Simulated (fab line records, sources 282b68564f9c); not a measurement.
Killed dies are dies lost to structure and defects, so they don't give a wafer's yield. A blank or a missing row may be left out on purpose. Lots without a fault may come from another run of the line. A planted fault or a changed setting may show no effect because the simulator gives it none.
Problem report in the 8D (eight disciplines) form, filled by code | flow rit_cmos | the parts of the form that need people (team, actions taken, sign-off) are left out

1. THE PROBLEM
SILICIDE_TI_RS at RIT_SILICIDE_RS_MEAS_02 reads a mean of 71.5 ohm/sq on 2 wafers of 2 lots; wafers without a fault read 48.0 ohm/sq with a standard deviation of 0.79. That is +30 standard deviations from the usual mean.
The step: measures by four-point-probe.
First seen on wafer L110.6, day 5 20:15, on film_metro-04. The record holds 42 wafers of 14 lots with a number at this step. Rule for "out", or "out of limits": more than 4 standard deviations from the usual mean. The other wafers with a number count as sound.

2. WHAT IT IS AND WHAT IT IS NOT
question                    | is                           | is not
which readings at this step | SILICIDE_TI_RS               | -
which lots                  | L110, L112                   | L100, L101, L102, L104, L105, L106, L107, L117, L119, L997, L998, L999
which wafers of those lots  | L110.6, L112.4               | L110.4, L110.5, L112.1, L112.5
read on which gauges        | film_metro-01, film_metro-04 | film_metro-02
when                        | from day 5 20:15             | up to then (32 sound wafers); but 8 sound wafers of L112, L117, L119 came after

3. SUSPECTS, AND WHAT RULES EACH OUT
Counting: a tool at a process step up to the reading stays a suspect if it ran every lot that is out. Sound lots after the first of them don't rule it out here, since some wafers of a struck lot are sound.
- the gauge at RIT_SILICIDE_RS_MEAS_02: ruled out. The wafers that are out were read on 2 gauges (film_metro-01, film_metro-04).
- pvd_sputter-02 at RIT_SILICIDE_SPUTTER_01 (material Ti, target thk 30 nm, time 240 s): kept. It ran every lot that is out, first L110 (day 5 20:02); its last sound lot up to then is L106 (day 5 01:35).
Left after counting: pvd_sputter-02 at RIT_SILICIDE_SPUTTER_01.

4. THE CAUSE (what the simulator had put in)
Process parameter drift: pvd_sputter-02, from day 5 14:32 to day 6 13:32, at RIT_SILICIDE_SPUTTER_01. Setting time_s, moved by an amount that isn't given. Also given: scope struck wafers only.
Counting left only this tool.

5. THE CHAIN OF EFFECTS, in route order
Each row: a reading whose mean over the struck wafers that have a number lies more than 3 standard deviations from the usual. Only readings for which the record gives a usual standard deviation are gone through. hours: the time from each lot's start at the first step in this table that gives one to its start at this step, as a median over the lots. sigmas: the change in usual standard deviations.
hours | step                     | reading         | usual       | on struck wafers | change | sigmas
0     | RIT_SILICIDE_RS_MEAS_02  | SILICIDE_TI_RS  | 48.0 ohm/sq | 71.5             | +23.5  | +30
4     | RIT_SILICIDE_THK_MEAS_03 | SILICIDE_TI_THK | 29.4 nm     | 21.6             | -7.8   | -17

6. WHAT WOULD HAVE CAUGHT IT SOONER
In this record the first reading out of limits at a measuring or inspecting step was taken at day 5 20:15, 6 hours after the fault began at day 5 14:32.
Of the tool readings at RIT_SILICIDE_SPUTTER_01 for which the record gives a usual standard deviation, none was out on any struck wafer, so an alarm limit of 4 standard deviations on them would not have fired.
Of the lots that are out (2), L112 began RIT_SILICIDE_SPUTTER_01 on pvd_sputter-02 after day 5 20:15. A hold on the tool at that time would have spared it.
